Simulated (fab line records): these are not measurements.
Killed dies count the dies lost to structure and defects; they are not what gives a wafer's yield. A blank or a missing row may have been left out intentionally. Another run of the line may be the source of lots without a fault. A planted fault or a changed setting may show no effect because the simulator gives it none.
fab line records	flow berkeleyCmos170
[record] lots = 5	wafers = 15	lastDay = 12
route steps=331 shown M2@282 V2@292
lots untouched by any fault: they come from a run of this same line in which no faults occurred
startH: hours from the record's first day to the start of the lot's first wafer shown	waitH: how many hours have passed since the lot's step before this one	" the same as in the row above	L1.1+2: several wafers, shown together as one row	- no value, or no start was given	* or withheld: withheld	< > ~ a bound
route shown NAME@n: names a module that has steps shown in the file, with the first one's number in the route	usual: average and standard deviation across the fault-free wafers	same: alike in all rows	chamber/n: place in a boat	sites: each site's reading	_std_site: the standard deviation of these	_edge_site: mean of outer sites minus mean of inner sites	radiusMm: for every site, how far away it sits from the centre of the wafer	mask NAME#n: copy n	behind: the last tool/chamber to shape the wafer	hold: the reason the lot was held/the length of the hold in hours/how it ended	device: the transistor (n, p or np) that didn't switch	end of line: tests of these same wafers at the route's end	where a step has no rows: the recipe by itself	killed: at the first sort, the dies lost to defects and structure; wafer yield is something else	map: a wafer's dies, marking killed ones x, the rest . and places with no die _
set.NAME: the run value of the setting; set.NAME@STEP: its run value at that earlier step	model.NAME: the simulator's own value behind a step, which no gauge read
lots at selected steps of the route; one table per step, one row per wafer
services: when a tool's chamber went out of use (startH, in hours from the record's first day, below 0 if earlier), for how many hours, and the reason
[[steps]]
[step UCB170_M2_SOFTBAKE_11]
[recipe] resist = KrF	tempC = 130	timeS = 60
[usual] chillPlateTempC = 22.98/0.097
lot.wafer	tool	chamber	startH	waitH	chillPlateTempC
L078.1	lithoTrack-02	0	-	-	23.15
L078.4	"	0	"	"	23.04
L078.6	"	0	"	"	23.13
L089.1	lithoTrack-01	0	-	-	22.94
L089.2	"	0	"	"	23.02
L089.5	"	0	"	"	23.03
L093.2	lithoTrack-01	0	-	-	23.02
L093.3	"	0	"	"	23.03
L093.6	"	0	"	"	23.09
L095.1	lithoTrack-03	0	-	-	22.85
L095.4	"	0	"	"	22.89
L095.6	"	0	"	"	23.01
L094.2	lithoTrack-03	0	-	-	22.89
L094.3	"	0	"	"	22.84
L094.4	"	0	"	"	22.97
[step UCB170_M2_EXPOSE_12]
[recipe] maskId = METAL2	targetCdNm = 700	na = 0.5	sigmaOuter = 0.6	sourceShape = conventional	doseMj = 26.25
[usual] exposureDoseMJCm2 = 25.996/0.025	stageVelMmS = 499.92/0.25
lot.wafer	tool	chamber	startH	waitH	mask	exposureDoseMJCm2	stageVelMmS
L078.1	krfScanner-02	0	221.99	-	METAL2#0	26.030	500.12
L078.4	"	0	"	"	METAL2#0	26.006	499.86
L078.6	"	0	"	"	METAL2#0	26.009	499.98
L089.1	krfScanner-02	0	257.50	-	METAL2#0	25.986	499.83
L089.2	"	0	"	"	METAL2#0	25.986	500.01
L089.5	"	0	"	"	METAL2#0	26.017	499.91
L093.2	krfScanner-01	0	274.21	-	METAL2#0	25.961	500.30
L093.3	"	0	"	"	METAL2#0	25.992	500.25
L093.6	"	0	"	"	METAL2#0	25.978	500.13
L095.1	krfScanner-01	0	282.36	-	METAL2#0	26.009	500.26
L095.4	"	0	"	"	METAL2#0	25.969	500.02
L095.6	"	0	"	"	METAL2#0	26.054	499.82
L094.2	krfScanner-01	0	284.91	-	METAL2#0	26.010	500.08
L094.3	"	0	"	"	METAL2#0	25.990	499.93
L094.4	"	0	"	"	METAL2#0	25.986	500.04
[step UCB170_M2_PEB_13]
[recipe] pebTempC = 130	pebTimeS = withheld	resist = KrF
[usual] chillPlateTempC = 23.01/0.1
lot.wafer	tool	chamber	startH	waitH	chillPlateTempC
L078.1	lithoTrack-02	0	222.52	0.5	22.94
L078.4	"	0	"	"	22.96
L078.6	"	0	"	"	23.02
L089.1	lithoTrack-03	0	257.62	0.1	22.97
L089.2	"	0	"	"	23.08
L089.5	"	0	"	"	23.11
L093.2	lithoTrack-01	0	274.33	0.1	23.05
L093.3	"	0	"	"	23.09
L093.6	"	0	"	"	23.04
L095.1	lithoTrack-03	0	282.48	0.1	22.97
L095.4	"	0	"	"	22.90
L095.6	"	0	"	"	23.02
L094.2	lithoTrack-03	0	285.03	0.1	22.95
L094.3	"	0	"	"	22.94
L094.4	"	0	"	"	22.93
[step UCB170_M2_DEVELOP_14]
[recipe] developer = TMAH	developTimeS = 45	resist = KrF	devTempC = 21
[usual] chillPlateTempC = 23.00/0.11
lot.wafer	tool	chamber	startH	waitH	chillPlateTempC
L078.1	lithoTrack-02	0	-	-	23.06
L078.4	"	0	"	"	23.07
L078.6	"	0	"	"	23.08
L089.1	lithoTrack-03	0	-	-	23.00
L089.2	"	0	"	"	23.12
L089.5	"	0	"	"	23.13
L093.2	lithoTrack-01	0	-	-	22.93
L093.3	"	0	"	"	23.05
L093.6	"	0	"	"	23.02
L095.1	lithoTrack-03	0	-	-	23.08
L095.4	"	0	"	"	23.20
L095.6	"	0	"	"	23.06
L094.2	lithoTrack-03	0	-	-	23.02
L094.3	"	0	"	"	23.16
L094.4	"	0	"	"	23.04
[step UCB170_M2_CD_MEAS_15]
[recipe] targetCdNm = 700
[usual] cdNm = 700.0/1.2
lot.wafer	tool	chamber	startH	waitH	cdNm
L078.1	cdSem-01	-	222.79	-	699.6
L078.4	"	-	"	"	699.4
L078.6	"	-	"	"	698.6
L089.1	cdSem-02	-	257.90	-	700.5
L089.2	"	-	"	"	698.7
L089.5	"	-	"	"	700.7
L093.2	cdSem-02	-	274.60	-	701.6
L093.3	"	-	"	"	700.6
L093.6	"	-	"	"	700.4
L095.1	cdSem-01	-	282.75	-	698.6
L095.4	"	-	"	"	700.7
L095.6	"	-	"	"	699.8
L094.2	cdSem-01	-	285.30	-	697.7
L094.3	"	-	"	"	697.5
L094.4	"	-	"	"	698.6
[step UCB170_M2_OVL_MEAS_16]
[usual] M2_OVL = -1/5.7
lot.wafer	tool	chamber	startH	waitH	M2_OVL[nm]
L078.1	overlay-01	-	222.91	0.1	6
L078.4	"	-	"	"	-1
L078.6	"	-	"	"	0
L089.1	overlay-01	-	258.02	0.1	2
L089.2	"	-	"	"	8
L089.5	"	-	"	"	3
L093.2	overlay-02	-	274.71	0.1	9
L093.3	"	-	"	"	-8
L093.6	"	-	"	"	8
L095.1	overlay-02	-	282.87	0.1	7
L095.4	"	-	"	"	10
L095.6	"	-	"	"	9
L094.2	overlay-02	-	285.41	0.1	3
L094.3	"	-	"	"	3
L094.4	"	-	"	"	-1
[step UCB170_M2_ETCH_17]
[recipe] chemistry = N2/H2	targetDepthA = withheld	overetchA = withheld	target = BARC	timeS = withheld	sourceW = 500	biasW = 100	pressureMtorr = 30	n2FlowSccm = 100	h2FlowSccm = 200
[usual] biasW = 99.96/0.28	drypumpMotorCurrentA = 5.8/0.36	oesProductAu = 1.003/0.013	throttleValvePct = 13.35/0.2
lot.wafer	tool	chamber	startH	waitH	biasW	drypumpMotorCurrentA	oesProductAu	throttleValvePct
L078.1	rieDiel-02	0	222.95	0.0	100.39	6.3	1.002	13.51
L078.4	"	3	"	"	100.27	6.1	0.998	13.48
L078.6	"	2	"	"	100.08	5.5	1.027	13.36
L089.1	rieDiel-02	2	258.05	0.0	100.41	5.5	1.012	13.33
L089.2	"	1	"	"	99.82	5.6	0.987	13.16
L089.5	"	2	"	"	100.00	5.5	1.009	13.34
L093.2	rieDiel-02	2	274.74	0.0	99.80	5.6	1.009	13.34
L093.3	"	3	"	"	99.68	6.1	0.991	13.49
L093.6	"	1	"	"	100.18	5.6	0.984	13.18
L095.1	rieDiel-01	0	282.91	0.0	99.60	5.2	1.003	13.15
L095.4	"	3	"	"	99.63	5.6	0.980	13.68
L095.6	"	0	"	"	100.16	5.2	1.003	13.16
L094.2	rieDiel-02	1	285.44	0.0	99.27	5.6	1.001	13.16
L094.3	"	2	"	"	100.17	5.5	0.999	13.34
L094.4	"	0	"	"	100.51	6.3	1.009	13.50
[step UCB170_M2_METAL_ETCH_18]
[recipe] chemistry = Cl2/BCl3	target = Al	stopOn = SiO2	pressureMtorr = 12	targetDepthA = 11700	overEtchFrac = 0.3	timeS = 195	icpW = 600	biasW = 120	Cl2_flow_sccm = 90	bcl3FlowSccm = 45
[usual] biasW = 120.0/0.35	drypumpMotorCurrentA = 6.0/0.33	oesProductAu = 0.861/0.016	throttleValvePct = 24.46/0.25
lot.wafer	tool	chamber	startH	waitH	biasW	drypumpMotorCurrentA	oesProductAu	rfHoursCounterH	throttleValvePct
L078.1	rieMetal-04	0	222.99	-	119.6	6.1	0.880	9	24.62
L078.4	"	1	"	"	120.1	5.5	0.872	-	24.65
L078.6	"	1	"	"	119.6	5.5	0.872	-	24.62
L089.1	rieMetal-04	1	258.09	-	119.7	5.5	0.872	1	24.64
L089.2	"	0	"	"	119.7	6.1	0.883	10	24.63
L089.5	"	1	"	"	119.5	5.5	0.865	-	24.65
L093.2	rieMetal-02	0	274.78	-	120.1	6.6	0.860	13	24.52
L093.3	"	0	"	"	119.6	6.6	0.845	-	24.54
L093.6	"	1	"	"	119.9	6.0	0.862	-	24.44
L095.1	rieMetal-01	0	282.95	-	120.8	6.3	0.846	1	23.89
L095.4	"	1	"	"	119.9	5.7	0.850	-	24.56
L095.6	"	0	"	"	119.9	6.4	0.842	-	23.90
L094.2	rieMetal-04	0	285.48	-	119.8	6.2	0.892	11	24.62
L094.3	"	1	"	"	119.9	5.5	0.861	-	24.64
L094.4	"	0	"	"	119.8	6.1	0.878	-	24.63
[step UCB170_M2_STRIP_19]
[recipe] chemistry = O2	powerW = 400	pressureMtorr = 3500	platenTempC = withheld	o2FlowSccm = 400	overashFraction = 0.5
[usual] drypumpMotorCurrentA = 5.9/0.49	oesProductAu = 0.542/0.016
lot.wafer	tool	chamber	startH	waitH	drypumpMotorCurrentA	oesProductAu	rfHoursCounterH
L078.1	plasmaAsher-01	0	223.18	0.1	6.4	0.564	12
L078.4	"	1	"	"	5.4	0.552	-
L078.6	"	0	"	"	6.4	0.551	-
L089.1	plasmaAsher-01	1	258.28	0.1	5.4	0.542	17
L089.2	"	0	"	"	6.4	0.551	17
L089.5	"	1	"	"	5.4	0.547	-
L093.2	plasmaAsher-04	0	274.97	0.1	6.6	0.546	54
L093.3	"	1	"	"	6.1	0.545	-
L093.6	"	0	"	"	6.6	0.547	-
L095.1	plasmaAsher-04	0	283.14	0.1	6.6	0.552	55
L095.4	"	1	"	"	6.1	0.517	-
L095.6	"	0	"	"	6.6	0.540	-
L094.2	plasmaAsher-03	1	285.67	0.1	5.3	0.545	52
L094.3	"	1	"	"	5.3	0.527	-
L094.4	"	0	"	"	5.6	0.536	-
[step UCB170_M2_CD_MEAS_90]
[recipe] targetCdNm = 700
[usual] cdNm = 700.7/2.9
lot.wafer	tool	chamber	startH	waitH	cdNm
L078.1	cdSem-02	-	223.28	0.1	704.3
L078.4	"	-	"	"	695.9
L078.6	"	-	"	"	700.2
L089.1	cdSem-02	-	258.38	0.1	698.8
L089.2	"	-	"	"	699.7
L089.5	"	-	"	"	697.9
L093.2	cdSem-01	-	275.09	0.1	699.0
L093.3	"	-	"	"	696.8
L093.6	"	-	"	"	699.3
L095.1	cdSem-01	-	283.24	0.1	696.4
L095.4	"	-	"	"	699.8
L095.6	"	-	"	"	698.1
L094.2	cdSem-01	-	285.79	0.1	697.2
L094.3	"	-	"	"	699.0
L094.4	"	-	"	"	698.7
[step UCB170_V2_CVD_00]
[recipe] material = SiO2	targetThkNm = 2000	tempC = 390	precursor = TEOS/O2	timeS = 250	rfW = 550	pressureMtorr = 9000
[usual] heaterPowerW = 246/57
lot.wafer	tool	chamber	startH	waitH	heaterPowerW
L078.1	pecvd-02	2	223.40	0.1	285
L078.4	"	1	"	"	149
L078.6	"	0	"	"	181
L089.1	pecvd-02	0	258.50	0.1	247
L089.2	"	2	"	"	259
L089.5	"	0	"	"	182
L093.2	pecvd-01	1	275.19	0.1	197
L093.3	"	0	"	"	335
L093.6	"	2	"	"	228
L095.1	pecvd-02	2	283.36	0.1	311
L095.4	"	0	"	"	186
L095.6	"	1	"	"	222
L094.2	pecvd-03	0	285.89	0.1	298
L094.3	"	2	"	"	245
L094.4	"	1	"	"	241
[step UCB170_V2_THK_MEAS_01]
[recipe] reads = SiO2_of_V2_CVD_00
[usual] V2_TEOS_THK = 1997/30
lot.wafer	tool	chamber	startH	waitH	V2_TEOS_THK[nm]
L078.1	filmMetro-02	-	223.55	0.1	1954
L078.4	"	-	"	"	2014
L078.6	"	-	"	"	2019
L089.1	filmMetro-03	-	258.66	0.1	1975
L089.2	"	-	"	"	1988
L089.5	"	-	"	"	1997
L093.2	filmMetro-02	-	275.36	0.1	1976
L093.3	"	-	"	"	2009
L093.6	"	-	"	"	1997
L095.1	filmMetro-03	-	283.52	0.1	1982
L095.4	"	-	"	"	2007
L095.6	"	-	"	"	2026
L094.2	filmMetro-04	-	286.05	0.1	1942
L094.3	"	-	"	"	2008
L094.4	"	-	"	"	2008
[step UCB170_V2_CMP_02]
[recipe] material = SiO2	downForcePsi = 6	platenRpm = 60	padVelocityMS = 0.75398
[usual] edgeZonePressureFrac = 1.000/0.0054	motorCurrentA = 16.5/1.1
lot.wafer	tool	chamber	startH	waitH	edgeZonePressureFrac	motorCurrentA
L078.4	cmp-02	2	223.71	0.1	0.990	16.5
L078.1	"	3	"	"	1.003	17.2
L078.6	"	1	"	"	0.995	15.3
L089.2	cmp-01	3	258.72	0.0	0.993	16.0
L089.1	"	1	"	"	0.998	14.9
L089.5	"	3	"	"	0.994	14.6
L093.2	cmp-02	2	275.41	0.0	0.992	16.8
L093.3	"	0	"	"	0.998	17.2
L093.6	"	2	"	"	1.002	15.9
L095.1	cmp-01	2	283.58	0.1	0.998	16.2
L095.4	"	1	"	"	0.995	16.8
L095.6	"	2	"	"	1.007	16.5
L094.3	cmp-02	1	286.10	0.0	0.994	15.1
L094.4	"	3	"	"	1.002	19.4
L094.2	"	0	"	"	1.001	16.8
[step UCB170_V2_BOW_MEAS_03]
[recipe] mode = bow
[usual] V2_BOW = 36/6.5
lot.wafer	tool	chamber	startH	waitH	V2_BOW[um]
L078.1	filmMetro-04	-	223.91	0.1	29
L078.4	"	-	"	"	34
L078.6	"	-	"	"	47
L089.1	filmMetro-04	-	259.02	0.1	38
L089.2	"	-	"	"	41
L089.5	"	-	"	"	37
L093.2	filmMetro-02	-	275.73	0.3	24
L093.3	"	-	"	"	32
L093.6	"	-	"	"	27
L095.1	filmMetro-02	-	283.88	0.2	36
L095.4	"	-	"	"	32
L095.6	"	-	"	"	26
L094.2	filmMetro-03	-	286.42	0.1	36
L094.3	"	-	"	"	40
L094.4	"	-	"	"	42
[step UCB170_V2_THK_MEAS_04]
[recipe] reads = SiO2_of_V2_CVD_00
[usual] V2_POLISHED_THK = 1000.3/1.1
lot.wafer	tool	chamber	startH	waitH	V2_POLISHED_THK[nm]
L078.1	filmMetro-04	-	224.03	0.1	999.9
L078.4	"	-	"	"	1000.7
L078.6	"	-	"	"	1000.8
L089.1	filmMetro-04	-	259.14	0.1	1000.0
L089.2	"	-	"	"	1000.0
L089.5	"	-	"	"	1001.6
L093.2	filmMetro-02	-	275.84	0.1	999.2
L093.3	"	-	"	"	999.2
L093.6	"	-	"	"	998.4
L095.1	filmMetro-02	-	284.00	0.1	1000.8
L095.4	"	-	"	"	1000.5
L095.6	"	-	"	"	999.1
L094.2	filmMetro-03	-	286.53	0.1	996.8
L094.3	"	-	"	"	997.6
L094.4	"	-	"	"	998.4
[step UCB170_V2_CLEAN_05]
[recipe] chemistry = DIW
lot.wafer	tool	chamber	startH	waitH
L078.1+4+6	wetBench-02	0	224.09	0.1
L089.1+2+5	wetBench-03	2	259.20	0.1
L093.2+3+6	wetBench-03	1	275.89	0.0
L095.1+4+6	wetBench-03	0	284.06	0.1
L094.2+3+4	wetBench-03	0	286.58	0.0
[step UCB170_V2_HMDS_06]
[recipe] primeTimeS = 57.39	primeTempC = 100
[usual] chillPlateTempC = 23.00/0.09
lot.wafer	tool	chamber	startH	waitH	chillPlateTempC
L078.1	lithoTrack-02	0	224.43	0.2	22.91
L078.4	"	0	"	"	22.84
L078.6	"	0	"	"	22.93
L089.1	lithoTrack-04	0	259.49	0.1	23.05
L089.2	"	0	"	"	22.95
L089.5	"	0	"	"	23.09
L093.2	lithoTrack-04	0	276.41	0.1	23.10
L093.3	"	0	"	"	23.14
L093.6	"	0	"	"	23.07
L095.1	lithoTrack-02	0	284.25	0.0	23.01
L095.4	"	0	"	"	23.07
L095.6	"	0	"	"	22.95
L094.2	lithoTrack-01	0	286.80	0.0	22.92
L094.3	"	0	"	"	23.07
L094.4	"	0	"	"	23.04
[step UCB170_V2_COAT_07]
[recipe] resist = KrF	spinRpm = 1500	resistThkNm = 900
[usual] chillPlateTempC = 22.99/0.12
lot.wafer	tool	chamber	startH	waitH	chillPlateTempC
L078.1	lithoTrack-02	0	224.58	0.1	22.87
L078.4	"	0	"	"	23.00
L078.6	"	0	"	"	23.00
L089.1	lithoTrack-04	0	259.64	0.1	22.78
L089.2	"	0	"	"	22.75
L089.5	"	0	"	"	22.97
L093.2	lithoTrack-04	0	276.56	0.1	22.90
L093.3	"	0	"	"	23.04
L093.6	"	0	"	"	22.95
L095.1	lithoTrack-02	0	284.40	0.1	22.98
L095.4	"	0	"	"	23.00
L095.6	"	0	"	"	22.91
L094.2	lithoTrack-01	0	286.95	0.1	23.05
L094.3	"	0	"	"	23.13
L094.4	"	0	"	"	23.04
[step UCB170_V2_SOFTBAKE_08]
[recipe] resist = KrF	tempC = 130	timeS = 60
[usual] chillPlateTempC = 23.01/0.12
lot.wafer	tool	chamber	startH	waitH	chillPlateTempC
L078.1	lithoTrack-02	0	224.73	0.1	23.10
L078.4	"	0	"	"	22.95
L078.6	"	0	"	"	22.97
L089.1	lithoTrack-04	0	259.79	0.1	22.74
L089.2	"	0	"	"	22.93
L089.5	"	0	"	"	23.00
L093.2	lithoTrack-04	0	276.71	0.1	22.88
L093.3	"	0	"	"	23.07
L093.6	"	0	"	"	22.95
L095.1	lithoTrack-02	0	284.55	0.1	22.99
L095.4	"	0	"	"	23.16
L095.6	"	0	"	"	22.97
L094.2	lithoTrack-01	0	287.10	0.1	23.01
L094.3	"	0	"	"	23.07
L094.4	"	0	"	"	23.05
[step UCB170_V2_EXPOSE_09]
[recipe] maskId = VIA2	targetCdNm = 700	na = 0.5	sigmaOuter = 0.6	sourceShape = conventional	doseMj = 37
[usual] exposureDoseMJCm2 = 37.01/0.038	stageVelMmS = 500.00/0.26
lot.wafer	tool	chamber	startH	waitH	mask	exposureDoseMJCm2	stageVelMmS
L078.1	krfScanner-01	0	225.25	0.5	VIA2#0	37.05	500.33
L078.4	"	0	"	"	VIA2#0	37.02	500.49
L078.6	"	0	"	"	VIA2#0	37.00	500.18
L089.1	krfScanner-02	0	260.07	0.2	VIA2#0	36.98	500.02
L089.2	"	0	"	"	VIA2#0	37.01	499.90
L089.5	"	0	"	"	VIA2#0	37.00	499.97
L093.2	krfScanner-02	0	277.01	0.3	VIA2#0	37.04	499.60
L093.3	"	0	"	"	VIA2#0	37.02	499.98
L093.6	"	0	"	"	VIA2#0	37.01	499.94
L095.1	krfScanner-02	0	284.70	0.1	VIA2#0	36.99	499.69
L095.4	"	0	"	"	VIA2#0	36.95	499.88
L095.6	"	0	"	"	VIA2#0	37.00	499.55
L094.2	krfScanner-02	0	287.24	0.1	VIA2#0	37.07	499.92
L094.3	"	0	"	"	VIA2#0	37.02	499.64
L094.4	"	0	"	"	VIA2#0	37.02	500.14
[step UCB170_V2_PEB_10]
[recipe] pebTempC = 130	pebTimeS = withheld	resist = KrF
[usual] chillPlateTempC = 23.00/0.11
lot.wafer	tool	chamber	startH	waitH	chillPlateTempC
L078.1	lithoTrack-01	0	225.40	0.1	22.92
L078.4	"	0	"	"	23.26
L078.6	"	0	"	"	23.16
L089.1	lithoTrack-04	0	260.18	0.1	22.84
L089.2	"	0	"	"	22.97
L089.5	"	0	"	"	23.07
L093.2	lithoTrack-04	0	277.58	0.6	23.08
L093.3	"	0	"	"	23.12
L093.6	"	0	"	"	23.17
L095.1	lithoTrack-04	0	284.81	0.1	23.01
L095.4	"	0	"	"	23.03
L095.6	"	0	"	"	23.02
L094.2	lithoTrack-01	0	287.36	0.1	23.21
L094.3	"	0	"	"	23.10
L094.4	"	0	"	"	23.12
[step UCB170_V2_DEVELOP_11]
[recipe] developer = TMAH	developTimeS = 45	resist = KrF	devTempC = 21
[usual] chillPlateTempC = 23.01/0.11
lot.wafer	tool	chamber	startH	waitH	chillPlateTempC
L078.1	lithoTrack-01	0	-	-	23.03
L078.4	"	0	"	"	22.92
L078.6	"	0	"	"	23.00
L089.1	lithoTrack-04	0	-	-	22.98
L089.2	"	0	"	"	22.97
L089.5	"	0	"	"	23.00
L093.2	lithoTrack-04	0	-	-	22.98
L093.3	"	0	"	"	22.97
L093.6	"	0	"	"	23.08
L095.1	lithoTrack-04	0	-	-	23.18
L095.4	"	0	"	"	22.99
L095.6	"	0	"	"	23.18
L094.2	lithoTrack-01	0	-	-	22.95
L094.3	"	0	"	"	22.95
L094.4	"	0	"	"	23.14
[step UCB170_V2_CD_MEAS_12]
[recipe] targetCdNm = 700
[usual] cdNm = 700.0/1.3
lot.wafer	tool	chamber	startH	waitH	cdNm
L078.1	cdSem-02	-	225.68	-	702.3
L078.4	"	-	"	"	700.8
L078.6	"	-	"	"	703.0
L089.1	cdSem-01	-	260.46	-	702.7
L089.2	"	-	"	"	702.7
L089.5	"	-	"	"	702.5
L093.2	cdSem-02	-	277.85	-	702.9
L093.3	"	-	"	"	702.0
L093.6	"	-	"	"	700.3
L095.1	cdSem-01	-	285.09	-	701.3
L095.4	"	-	"	"	700.0
L095.6	"	-	"	"	700.3
L094.2	cdSem-01	-	287.63	-	698.9
L094.3	"	-	"	"	699.4
L094.4	"	-	"	"	699.1
[step UCB170_V2_OVL_MEAS_13]
[usual] V2_OVL = 0/7
lot.wafer	tool	chamber	startH	waitH	V2_OVL[nm]
L078.1	overlay-01	-	225.80	0.1	10
L078.4	"	-	"	"	10
L078.6	"	-	"	"	10
L089.1	overlay-02	-	260.58	0.1	3
L089.2	"	-	"	"	0
L089.5	"	-	"	"	3
L093.2	overlay-01	-	277.96	0.1	-2
L093.3	"	-	"	"	-3
L093.6	"	-	"	"	-2
L095.1	overlay-01	-	285.21	0.1	3
L095.4	"	-	"	"	5
L095.6	"	-	"	"	7
L094.2	overlay-01	-	287.74	0.1	-14
L094.3	"	-	"	"	-8
L094.4	"	-	"	"	-7
[[services]]
tool	chamber	startH	hours	kind
rieDiel-02	2	201.89	-	clean
rieDiel-02	2	201.89	18.5	scheduledDown
rieDiel-02	2	201.89	18.5	ventCycle
rieDiel-02	1	202.82	1.7	repair
krfScanner-01	-	203.41	0.8	pm
krfScanner-01	-	205.16	1.3	pm
rieMetal-01	0	208.97	-	clean
rieMetal-01	0	208.97	25.8	scheduledDown
rieMetal-01	0	208.97	25.8	ventCycle
rieMetal-02	0	212.14	27.8	repair
krfScanner-02	-	212.15	1.3	pm
krfScanner-02	-	213.45	3.6	pm
krfScanner-02	-	218.06	1.0	repair
rieDiel-01	0	227.24	2.7	repair
cmp-02	-	232.00	4.0	pm
rieDiel-02	3	232.13	1.5	repair
cmp-02	-	236.00	-	consumableReplace:conditioner
cmp-02	-	236.00	-	consumableReplace:pad
rieDiel-01	-	236.72	15.6	pm
pecvd-03	0	239.29	8.6	repair
pecvd-01	-	242.50	14.0	pm
plasmaAsher-03	-	245.91	23.3	pm
rieMetal-04	-	257.30	0.7	repair
cmp-02	-	262.31	1.5	repair
[[key]]
fault none
